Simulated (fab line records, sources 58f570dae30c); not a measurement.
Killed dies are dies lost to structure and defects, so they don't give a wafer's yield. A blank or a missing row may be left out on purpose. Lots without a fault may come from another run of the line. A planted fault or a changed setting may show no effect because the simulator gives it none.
fab line records | flow berkeley_cmos170
record lots=7 wafers=21 last_day=11
route steps=331 shown NVT@111 PVT@115
lots that met no fault: from a run of the same line without faults
start_h: hours from the record's first day to the start of the lot's first wafer shown | wait_h: hours since the lot's step before | " the same as in the row above | L1.1+2: a row that stands for several wafers | - no value, or no start given | * or withheld: withheld | < > ~ a bound
route shown NAME@n: a module of which the file shows steps, and the number in the route of the first | usual: mean/standard deviation of fault-free wafers | same: alike in all rows | chamber/n: place in a boat | sites: the reading at each site | _std_site: their standard deviation | _edge_site: outer sites' mean less inner sites' | radius_mm: how far each site lies from the wafer's centre | mask NAME#n: copy n | behind: the tool/chamber that last shaped the wafer | hold: why the lot was held/for how many hours/how that ended | device: the transistor (n, p or np) that didn't switch | end of line: the same wafers' tests at the end of the route | a step without rows: its recipe alone | killed: dies lost to structure and defects at the first sort, not the wafer's yield | map: a wafer's dies, x killed, . not, _ none there
set.NAME: the setting as run; set.NAME@STEP: as run at that earlier step | model.NAME: the simulator's own value behind a step, which no gauge read
lots at some steps of the route; a table a step, a row a wafer
services: from which hour (start_h, from the record's first day; less than 0 if before it) a tool's chamber was out of use, for how many hours, and why
## steps
# step UCB170_NVT_IMPLANT_07
# recipe species=BF2 dose_cm2=3e+12 energy_kev=50 tilt_deg=7
# step UCB170_NVT_STRIP_08
# recipe chemistry=O2 power_w=400 pressure_mtorr=3500 platen_temp_c=withheld o2_flow_sccm=400 overash_fraction=0.5
# usual chamber_pressure_mTorr=3500.0/2.8 drypump_motor_current_A=5.6/0.34 o2_flow_sccm=400.0/1.1 oes_product_au=0.734/0.0051 strip_time_to_endpoint_s=21.68/0.062
# columns lot.wafer tool chamber start_h wait_h chamber_pressure_mTorr drypump_motor_current_A o2_flow_sccm oes_product_au rf_hours_counter_h strip_time_to_endpoint_s
L234.2 plasma_asher-04 0 146.72 0.1 3498.3 5.0 400.1 0.738 32 21.71
L234.4 " 0 " " 3500.1 5.1 400.0 0.737 - 21.68
L234.5 " 0 " " 3501.2 5.1 400.3 0.747 - 21.72
L241.2 plasma_asher-03 1 169.15 0.1 3492.6 6.0 400.5 0.733 5 21.63
L241.3 " 0 " " 3503.9 6.1 399.6 0.728 - 21.66
L241.4 " 1 " " 3505.0 6.0 399.9 0.727 - 21.62
L242.1 plasma_asher-04 0 169.20 0.1 3500.2 5.0 402.1 0.733 35 21.79
L242.4 " 0 " " 3497.5 5.1 403.1 0.739 - 21.68
L242.5 " 0 " " 3494.1 5.1 401.3 0.736 - 21.75
L240.4 plasma_asher-03 0 169.45 0.1 3499.9 6.1 401.5 0.733 - 21.59
L240.5 " 0 " " 3500.4 6.1 399.5 0.734 - 21.66
L240.6 " 1 " " 3503.3 6.0 399.1 0.727 - 21.59
L251.1 plasma_asher-03 1 208.17 0.1 3498.0 6.0 401.5 0.733 10 21.61
L251.2 " 0 " " 3497.1 6.1 400.3 0.736 10 21.62
L251.3 " 1 " " 3504.9 6.0 401.1 0.725 - 21.69
L252.2 plasma_asher-03 1 217.68 0.1 3502.8 6.0 401.0 0.733 11 21.80
L252.4 " 0 " " 3503.3 6.1 400.8 0.742 - 21.78
L252.6 " 0 " " 3501.2 6.1 399.8 0.735 - 21.74
L253.1 plasma_asher-01 0 227.77 0.1 3501.3 5.4 400.1 0.726 58 21.61
L253.3 " 1 " " 3500.7 5.6 400.4 0.741 - 21.64
L253.4 " 0 " " 3500.3 5.4 400.2 0.742 - 21.70
# step UCB170_NVT_TW_MEAS_09
# usual NVT_TW=522/7.3
# columns lot.wafer tool chamber start_h wait_h NVT_TW
L234.2 film_metro-02 - 146.83 0.1 523
L234.4 " - " " 521
L234.5 " - " " 521
L241.2 film_metro-03 - 169.25 0.1 512
L241.3 " - " " 510
L241.4 " - " " 513
L242.1 film_metro-02 - 169.30 0.1 527
L242.4 " - " " 526
L242.5 " - " " 522
L240.4 film_metro-02 - 169.55 0.1 525
L240.5 " - " " 523
L240.6 " - " " 523
L251.1 film_metro-03 - 208.27 0.1 511
L251.2 " - " " 514
L251.3 " - " " 511
L252.2 film_metro-02 - 217.79 0.1 521
L252.4 " - " " 518
L252.6 " - " " 520
L253.1 film_metro-03 - 227.87 0.1 517
L253.3 " - " " 516
L253.4 " - " " 518
# step UCB170_NVT_CLEAN_10
# recipe chemistry=SPM temp_c=120 time_s=600
# step UCB170_PVT_HMDS_00
# recipe prime_time_s=60 prime_temp_c=100
# step UCB170_PVT_COAT_01
# recipe resist=KrF spin_rpm=1500 resist_thk_nm=900
# step UCB170_PVT_SOFTBAKE_02
# recipe resist=KrF temp_c=130 time_s=60
# step UCB170_PVT_EXPOSE_03
# recipe mask_id=NWELL target_cd_nm=3000 na=0.5 sigma_outer=0.6 source_shape=conventional dose_mj=30
# step UCB170_PVT_PEB_04
# recipe peb_temp_c=130 peb_time_s=withheld resist=KrF
# step UCB170_PVT_DEVELOP_05
# recipe developer=TMAH develop_time_s=45 resist=KrF dev_temp_c=21
# step UCB170_PVT_OVL_MEAS_06
# usual PVT_OVL=1/5.3
# columns lot.wafer tool chamber start_h wait_h PVT_OVL[nm]
L234.2 overlay-02 - 149.04 - 4
L234.4 " - " " 0
L234.5 " - " " -1
L242.1 overlay-01 - 170.55 - -6
L242.4 " - " " -2
L242.5 " - " " -5
L241.2 overlay-02 - 170.84 - 0
L241.3 " - " " 4
L241.4 " - " " -3
L240.4 overlay-02 - 170.96 - 5
L240.5 " - " " -11
L240.6 " - " " -4
L251.1 overlay-02 - 211.55 - 7
L251.2 " - " " 6
L251.3 " - " " 1
L252.2 overlay-01 - 222.77 - 8
L252.4 " - " " 0
L252.6 " - " " 7
L253.1 overlay-02 - 229.27 - 7
L253.3 " - " " 0
L253.4 " - " " 8
# step UCB170_PVT_IMPLANT_07
# recipe species=P dose_cm2=2e+12 energy_kev=30 tilt_deg=7
# step UCB170_PVT_STRIP_08
# recipe chemistry=O2 power_w=400 pressure_mtorr=3500 platen_temp_c=withheld o2_flow_sccm=400 overash_fraction=0.5
# usual chamber_pressure_mTorr=3500/3.3 drypump_motor_current_A=5.7/0.35 o2_flow_sccm=400.3/1.2 oes_product_au=0.734/0.0046 strip_time_to_endpoint_s=21.68/0.084
# columns lot.wafer tool chamber start_h wait_h chamber_pressure_mTorr drypump_motor_current_A o2_flow_sccm oes_product_au rf_hours_counter_h strip_time_to_endpoint_s model.KrF_of_PVT_COAT_01.thk_nm
L234.2 plasma_asher-01 1 149.22 0.1 3495 5.7 398.8 0.730 49 21.62 0
L234.4 " 0 " " 3503 5.4 401.3 0.741 - 21.59 0
L234.5 " 0 " " 3501 5.4 401.1 0.744 - 21.60 0
L242.1 plasma_asher-02 0 170.74 0.1 - - - - - - 885.4
L242.4 " 0 " " - - - - - - 884.3
L242.5 " 1 " " - - - - - - 881.6
L241.2 plasma_asher-01 0 171.02 0.1 - - - - - - 890.9
L241.3 " 1 " " - - - - - - 893.3
L241.4 " 0 " " - - - - - - 891.3
L240.4 plasma_asher-03 1 171.17 0.1 - - - - - - 887.1
L240.5 " 1 " " - - - - - - 889
L240.6 " 0 " " - - - - - - 886.6
L251.1 plasma_asher-01 1 211.73 0.1 3496 5.6 400.9 0.733 56 21.79 0
L251.2 " 0 " " 3498 5.4 402.0 0.734 56 21.73 0
L251.3 " 0 " " 3488 5.4 400.9 0.735 - 21.77 0
L252.2 plasma_asher-02 0 222.95 0.1 3502 5.0 399.7 0.735 49 21.63 0
L252.4 " 0 " " 3498 5.0 398.9 0.741 - 21.59 0
L252.6 " 1 " " 3498 5.8 400.8 0.742 - 21.65 0
L253.1 plasma_asher-01 0 229.45 0.1 3497 5.4 401.0 0.729 58 21.67 0
L253.3 " 1 " " 3501 5.6 399.5 0.734 - 21.59 0
L253.4 " 0 " " 3501 5.4 399.2 0.730 - 21.55 0
# step UCB170_PVT_TW_MEAS_09
# usual PVT_TW=503/4.3
# columns lot.wafer tool chamber start_h wait_h PVT_TW
L234.2 film_metro-02 - 149.33 0.1 504
L234.4 " - " " 503
L234.5 " - " " 503
L242.1 film_metro-03 - 170.84 0.1 498
L242.4 " - " " 495
L242.5 " - " " 497
L241.2 film_metro-02 - 171.13 0.1 509
L241.3 " - " " 506
L241.4 " - " " 505
L240.4 film_metro-02 - 171.26 0.1 507
L240.5 " - " " 507
L240.6 " - " " 503
L251.1 film_metro-04 - 211.83 0.1 505
L251.2 " - " " 507
L251.3 " - " " 509
L252.2 film_metro-02 - 223.06 0.1 504
L252.4 " - " " 505
L252.6 " - " " 503
L253.1 film_metro-02 - 229.55 0.1 503
L253.3 " - " " 504
L253.4 " - " " 504
## services
# columns tool chamber start_h hours kind
plasma_asher-04 - 133.67 2.8 pm
plasma_asher-03 - 145.40 1.4 repair
plasma_asher-01 - 187.48 1.1 repair
## key
first_sign step=UCB170_PVT_STRIP_08 reading=tool_record direction=missing
effect none on later readings
model_effect step=UCB170_PVT_STRIP_08 value=KrF_of_PVT_COAT_01.thk_nm without=0 struck=887.7
met_at UCB170_PVT_STRIP_08
struck_wafers L240.4,L240.5,L240.6,L241.2,L241.3,L241.4,L242.1,L242.4,L242.5
later_rows_left_out L240.4,L240.5,L240.6,L241.2,L241.3,L241.4,L242.1,L242.5
sort_left_out L240.4,L240.5,L240.6,L241.2,L241.3,L241.4,L242.1,L242.4,L242.5
tester_left_out L240,L241,L242
onset_between 149.22 170.74
fault kind=skipped_step_whole tool=plasma_asher-01,plasma_asher-02,plasma_asher-03 chamber=- onset_h=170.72 steps=UCB170_PVT_STRIP_08 scope=struck_lots_only
# tester_left_out: of these lots the tester's yield and bins aren't shown, on N5 and GAA mostly nor the transistor test; their killed dies are dies lost to structure and defects alone, not to doping, threshold or leakage, so they don't give the yield
# sort_left_out: the simulated sort isn't trusted on such a fault, so these wafers' sort isn't shown, and their yield isn't known
# later_rows_left_out: the simulator's readings of these wafers behind a module that went badly wrong aren't trusted and aren't shown, but for the sort
